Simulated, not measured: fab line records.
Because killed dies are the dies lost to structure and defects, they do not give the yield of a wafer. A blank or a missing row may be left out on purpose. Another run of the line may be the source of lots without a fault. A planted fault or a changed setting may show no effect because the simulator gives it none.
Which tool was responsible? || flow berkeley cmos170 || 15 lots with 45 wafers sampled at 4 steps, on a route of 331 steps

## WHAT THE GAUGES READ, wafer by wafer
UCB170_START_BOW_MEAS_00.
{"lot": "L221", "measured": "day 1 10:00", "on": "film metro-02", "INCOMING_BOW (um)": "-7 -7 2"}
{"lot": "L223", "measured": "day 1 20:00", "on": "film metro-03", "INCOMING_BOW (um)": "-8 -4 -1"}
{"lot": "L224", "measured": "day 2 01:02", "on": "film metro-02", "INCOMING_BOW (um)": "-2 -2 -2"}
{"lot": "L227", "measured": "day 2 16:00", "on": "film metro-01", "INCOMING_BOW (um)": "9 -1 7"}
{"lot": "L229", "measured": "day 3 02:00", "on": "film metro-03", "INCOMING_BOW (um)": "5 -9 -8"}
{"lot": "L230", "measured": "day 3 07:01", "on": "film metro-02", "INCOMING_BOW (um)": "4 8 -3"}
{"lot": "L231", "measured": "day 3 12:02", "on": "film metro-02", "INCOMING_BOW (um)": "3 2 -12"}
{"lot": "L233", "measured": "day 3 22:02", "on": "film metro-02", "INCOMING_BOW (um)": "7 -2 -8"}
{"lot": "L235", "measured": "day 4 08:01", "on": "film metro-02", "INCOMING_BOW (um)": "-1 5 3"}
{"lot": "L236", "measured": "day 4 13:00", "on": "film metro-01", "INCOMING_BOW (um)": "9 -9 -7"}
{"lot": "L238", "measured": "day 4 23:00", "on": "film metro-03", "INCOMING_BOW (um)": "-3 -3 7"}
{"lot": "L239", "measured": "day 5 04:01", "on": "film metro-01", "INCOMING_BOW (um)": "5 0 1"}
{"lot": "L240", "measured": "day 5 09:01", "on": "film metro-02", "INCOMING_BOW (um)": "-2 5 -12"}
{"lot": "L241", "measured": "day 5 14:01", "on": "film metro-01", "INCOMING_BOW (um)": "4 -4 4"}
{"lot": "L244", "measured": "day 6 05:00", "on": "film metro-01", "INCOMING_BOW (um)": "0 1 -7"}

UCB170_M2_THK_MEAS_03: measures by xrf.
{"lot": "L221", "measured": "day 8 12:28", "on": "film metro-02", "M2_AL_THK (nm)": "887 891 894"}
{"lot": "L223", "measured": "day 9 09:52", "on": "film metro-02", "M2_AL_THK (nm)": "901 903 903"}
{"lot": "L224", "measured": "day 9 09:23", "on": "film metro-04", "M2_AL_THK (nm)": "900 897 888"}
{"lot": "L227", "measured": "day 9 22:40", "on": "film metro-04", "M2_AL_THK (nm)": "918 906 921"}
{"lot": "L229", "measured": "day 11 04:34", "on": "film metro-04", "M2_AL_THK (nm)": "914 902 902"}
{"lot": "L230", "measured": "day 11 05:54", "on": "film metro-04", "M2_AL_THK (nm)": "898 885 890"}
{"lot": "L231", "measured": "day 11 06:20", "on": "film metro-04", "M2_AL_THK (nm)": "915 914 895"}
{"lot": "L233", "measured": "day 11 07:24", "on": "film metro-04", "M2_AL_THK (nm)": "885 880 888"}
{"lot": "L235", "measured": "day 12 13:46", "on": "film metro-02", "M2_AL_THK (nm)": "893 895 876"}
{"lot": "L236", "measured": "day 12 12:06", "on": "film metro-02", "M2_AL_THK (nm)": "875 878 877"}
{"lot": "L238", "measured": "day 12 21:14", "on": "film metro-04", "M2_AL_THK (nm)": "900 904 899"}
{"lot": "L239", "measured": "day 14 10:02", "on": "film metro-04", "M2_AL_THK (nm)": "886 892 891"}
{"lot": "L240", "measured": "day 14 08:26", "on": "film metro-02", "M2_AL_THK (nm)": "887 897 886"}
{"lot": "L241", "measured": "day 14 10:08", "on": "film metro-01", "M2_AL_THK (nm)": "891 894 893"}
{"lot": "L244", "measured": "day 14 07:43", "on": "film metro-04", "M2_AL_THK (nm)": "892 882 892"}

## TOOL THAT RAN EACH LOT (tool first, then ch and the chambers of the sampled wafers, then the start)
{"lot": "L221", "UCB170_PWELL_STRIP_16": "plasma asher-03 ch 0,1, day 3 05:23", "UCB170_PFIELD_SOFTBAKE_02": "litho track-01 ch 0, day 4 19:26"}
{"lot": "L223", "UCB170_PWELL_STRIP_16": "plasma asher-02 ch 0,1, day 4 00:01", "UCB170_PFIELD_SOFTBAKE_02": "litho track-04 ch 0, day 5 09:24"}
{"lot": "L224", "UCB170_PWELL_STRIP_16": "plasma asher-02 ch 0,1, day 4 00:35", "UCB170_PFIELD_SOFTBAKE_02": "litho track-01 ch 0, day 5 10:07"}
{"lot": "L227", "UCB170_PWELL_STRIP_16": "plasma asher-03 ch 0,1, day 4 09:38", "UCB170_PFIELD_SOFTBAKE_02": "litho track-03 ch 0, day 5 22:41"}
{"lot": "L229", "UCB170_PWELL_STRIP_16": "plasma asher-04 ch 0,1, day 5 01:34", "UCB170_PFIELD_SOFTBAKE_02": "litho track-04 ch 0, day 6 21:19"}
{"lot": "L230", "UCB170_PWELL_STRIP_16": "plasma asher-04 ch 0,1, day 5 09:32", "UCB170_PFIELD_SOFTBAKE_02": "litho track-03 ch 0, day 7 00:08"}
{"lot": "L231", "UCB170_PWELL_STRIP_16": "plasma asher-04 ch 0,1, day 5 17:37", "UCB170_PFIELD_SOFTBAKE_02": "litho track-04 ch 0, day 6 23:43"}
{"lot": "L233", "UCB170_PWELL_STRIP_16": "plasma asher-03 ch 0,1, day 5 17:50", "UCB170_PFIELD_SOFTBAKE_02": "litho track-04 ch 0, day 7 00:07"}
{"lot": "L235", "UCB170_PWELL_STRIP_16": "plasma asher-02 ch 1, day 6 16:19", "UCB170_PFIELD_SOFTBAKE_02": "litho track-01 ch 0, day 8 12:31"}
{"lot": "L236", "UCB170_PWELL_STRIP_16": "plasma asher-04 ch 1, day 6 16:08", "UCB170_PFIELD_SOFTBAKE_02": "litho track-04 ch 0, day 8 12:16"}
{"lot": "L238", "UCB170_PWELL_STRIP_16": "plasma asher-04 ch 0,1, day 7 01:49", "UCB170_PFIELD_SOFTBAKE_02": "litho track-03 ch 0, day 8 22:07"}
{"lot": "L239", "UCB170_PWELL_STRIP_16": "plasma asher-02 ch 0, day 8 01:29", "UCB170_PFIELD_SOFTBAKE_02": "litho track-01 ch 0, day 10 01:58"}
{"lot": "L240", "UCB170_PWELL_STRIP_16": "plasma asher-04 ch 0,1, day 8 01:41", "UCB170_PFIELD_SOFTBAKE_02": "litho track-03 ch 0, day 10 01:37"}
{"lot": "L241", "UCB170_PWELL_STRIP_16": "plasma asher-03 ch 0,1, day 8 01:13", "UCB170_PFIELD_SOFTBAKE_02": "litho track-01 ch 0, day 10 01:13"}
{"lot": "L244", "UCB170_PWELL_STRIP_16": "plasma asher-03 ch 0,1, day 8 12:27", "UCB170_PFIELD_SOFTBAKE_02": "litho track-03 ch 0, day 10 06:49"}
- UCB170_PWELL_STRIP_16: strips in O2.
- UCB170_PFIELD_SOFTBAKE_02: time 60 s.

## AS READ BY THE TOOLS THEMSELVES (means over the sampled wafers that have a number; for cases with no such wafer, the mark the record gives instead)
UCB170_PWELL_STRIP_16.
{"lot": "L221", "tool": "plasma asher-03", "drypump motor current A (A)": 5.9, "oes product au (a.u.)": 0.722, "strip time to endpoint s (s)": 18.13}
{"lot": "L223", "tool": "plasma asher-02", "drypump motor current A (A)": 5.8, "oes product au (a.u.)": 0.719, "strip time to endpoint s (s)": 18.14}
{"lot": "L224", "tool": "plasma asher-02", "drypump motor current A (A)": 5.8, "oes product au (a.u.)": 0.720, "strip time to endpoint s (s)": 18.16}
{"lot": "L227", "tool": "plasma asher-03", "drypump motor current A (A)": 5.8, "oes product au (a.u.)": 0.719, "strip time to endpoint s (s)": 18.25}
{"lot": "L229", "tool": "plasma asher-04", "drypump motor current A (A)": 5.3, "oes product au (a.u.)": 0.718, "strip time to endpoint s (s)": 18.14}
{"lot": "L230", "tool": "plasma asher-04", "drypump motor current A (A)": 5.3, "oes product au (a.u.)": 0.723, "strip time to endpoint s (s)": 18.10}
{"lot": "L231", "tool": "plasma asher-04", "drypump motor current A (A)": 5.4, "oes product au (a.u.)": 0.719, "strip time to endpoint s (s)": 18.09}
{"lot": "L233", "tool": "plasma asher-03", "drypump motor current A (A)": 5.8, "oes product au (a.u.)": 0.725, "strip time to endpoint s (s)": 18.12}
{"lot": "L235", "tool": "plasma asher-02", "drypump motor current A (A)": 5.3, "oes product au (a.u.)": 0.716, "strip time to endpoint s (s)": 18.13}
{"lot": "L236", "tool": "plasma asher-04", "drypump motor current A (A)": 5.1, "oes product au (a.u.)": 0.721, "strip time to endpoint s (s)": 18.14}
{"lot": "L238", "tool": "plasma asher-04", "drypump motor current A (A)": 5.5, "oes product au (a.u.)": 0.720, "strip time to endpoint s (s)": 18.17}
{"lot": "L239", "tool": "plasma asher-02", "drypump motor current A (A)": 6.0, "oes product au (a.u.)": 0.721, "strip time to endpoint s (s)": 18.22}
{"lot": "L240", "tool": "plasma asher-04", "drypump motor current A (A)": 5.5, "oes product au (a.u.)": 0.720, "strip time to endpoint s (s)": 18.13}
{"lot": "L241", "tool": "plasma asher-03", "drypump motor current A (A)": 5.9, "oes product au (a.u.)": 0.723, "strip time to endpoint s (s)": 18.08}
{"lot": "L244", "tool": "plasma asher-03", "drypump motor current A (A)": 5.7, "oes product au (a.u.)": 0.718, "strip time to endpoint s (s)": 18.14}

UCB170_PFIELD_SOFTBAKE_02.
{"lot": "L221", "tool": "litho track-01", "chill plate temp C (C)": 22.94, "heater power total W (W)": 56.78, "run length s (s)": 88.98}
{"lot": "L223", "tool": "litho track-04", "chill plate temp C (C)": 23.01, "heater power total W (W)": 56.80, "run length s (s)": 88.86}
{"lot": "L224", "tool": "litho track-01", "chill plate temp C (C)": 22.96, "heater power total W (W)": 56.80, "run length s (s)": 89.00}
{"lot": "L227", "tool": "litho track-03", "chill plate temp C (C)": 23.11, "heater power total W (W)": 56.76, "run length s (s)": 89.26}
{"lot": "L229", "tool": "litho track-04", "chill plate temp C (C)": 23.04, "heater power total W (W)": 56.76, "run length s (s)": 89.09}
{"lot": "L230", "tool": "litho track-03", "chill plate temp C (C)": 23.11, "heater power total W (W)": 56.81, "run length s (s)": 89.40}
{"lot": "L231", "tool": "litho track-04", "chill plate temp C (C)": 23.05, "heater power total W (W)": 58.53, "run length s (s)": 83.24}
{"lot": "L233", "tool": "litho track-04", "chill plate temp C (C)": 22.81, "heater power total W (W)": 58.57, "run length s (s)": 83.28}
{"lot": "L235", "tool": "litho track-01", "chill plate temp C (C)": 23.09, "heater power total W (W)": 56.80, "run length s (s)": 89.10}
{"lot": "L236", "tool": "litho track-04", "chill plate temp C (C)": 22.92, "heater power total W (W)": 58.44, "run length s (s)": 83.22}
{"lot": "L238", "tool": "litho track-03", "chill plate temp C (C)": 22.94, "heater power total W (W)": 56.88, "run length s (s)": 89.22}
{"lot": "L239", "tool": "litho track-01", "chill plate temp C (C)": 22.98, "heater power total W (W)": 56.83, "run length s (s)": 89.07}
{"lot": "L240", "tool": "litho track-03", "chill plate temp C (C)": 22.95, "heater power total W (W)": 56.77, "run length s (s)": 89.33}
{"lot": "L241", "tool": "litho track-01", "chill plate temp C (C)": 23.11, "heater power total W (W)": 56.79, "run length s (s)": 89.16}
{"lot": "L244", "tool": "litho track-03", "chill plate temp C (C)": 22.98, "heater power total W (W)": 56.82, "run length s (s)": 89.27}

## THE ANSWER, worked out from the rows above alone
Rule: what is usual is taken from the lots themselves. Put in order of their means at a reading, lots are off if they are a third of the lots or fewer, leave a main group of 4 or more, and stand apart from it by a gap of 3 or more times the standard deviation of the main group's means; of several such gaps the widest counts. Not used: any main group whose means are identical at the precision the tables above print for the reading. Also off: a lot with no number at a reading for which 4 or more lots have one. Any other lot the step has rows for is counted as sound. The gauges are gone through in route order, then the tools' own readings, and for those a lot's mean is taken as printed above. The first step at which some lot is off is used, and at that step the reading that is off furthest; a lot without a number counts as furthest.
Off: L231, L233, L236, at UCB170_PFIELD_SOFTBAKE_02 (heater power total W). Mean 56.80 W and standard deviation 0.032 in the main group.
If a tool, at that step or one of the process steps before it, ran each lot that is off and ran no sound lot following the first of them, it fits. One candidate fits, namely litho track-04 at UCB170_PFIELD_SOFTBAKE_02. A fault onset in the window from L229 (day 6 21:19, its last sound lot) to L231 (day 6 23:43, its first lot off) fits.
The tool's own readings at UCB170_PFIELD_SOFTBAKE_02 bear it out: on the lots that are off they differ by more than 5 times the standard deviation of the sound lots' means. heater power total W reads 58.51 W there against 56.80 W on the sound lots; run length s reads 83.25 s there against 89.14 s on the sound lots.

## WHAT THE SIMULATOR HAD PUT IN
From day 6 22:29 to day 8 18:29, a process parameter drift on litho track-04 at UCB170_PFIELD_SOFTBAKE_02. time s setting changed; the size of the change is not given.
Shown lots that were struck: L231, L233, L236. Same finding as the rule above.
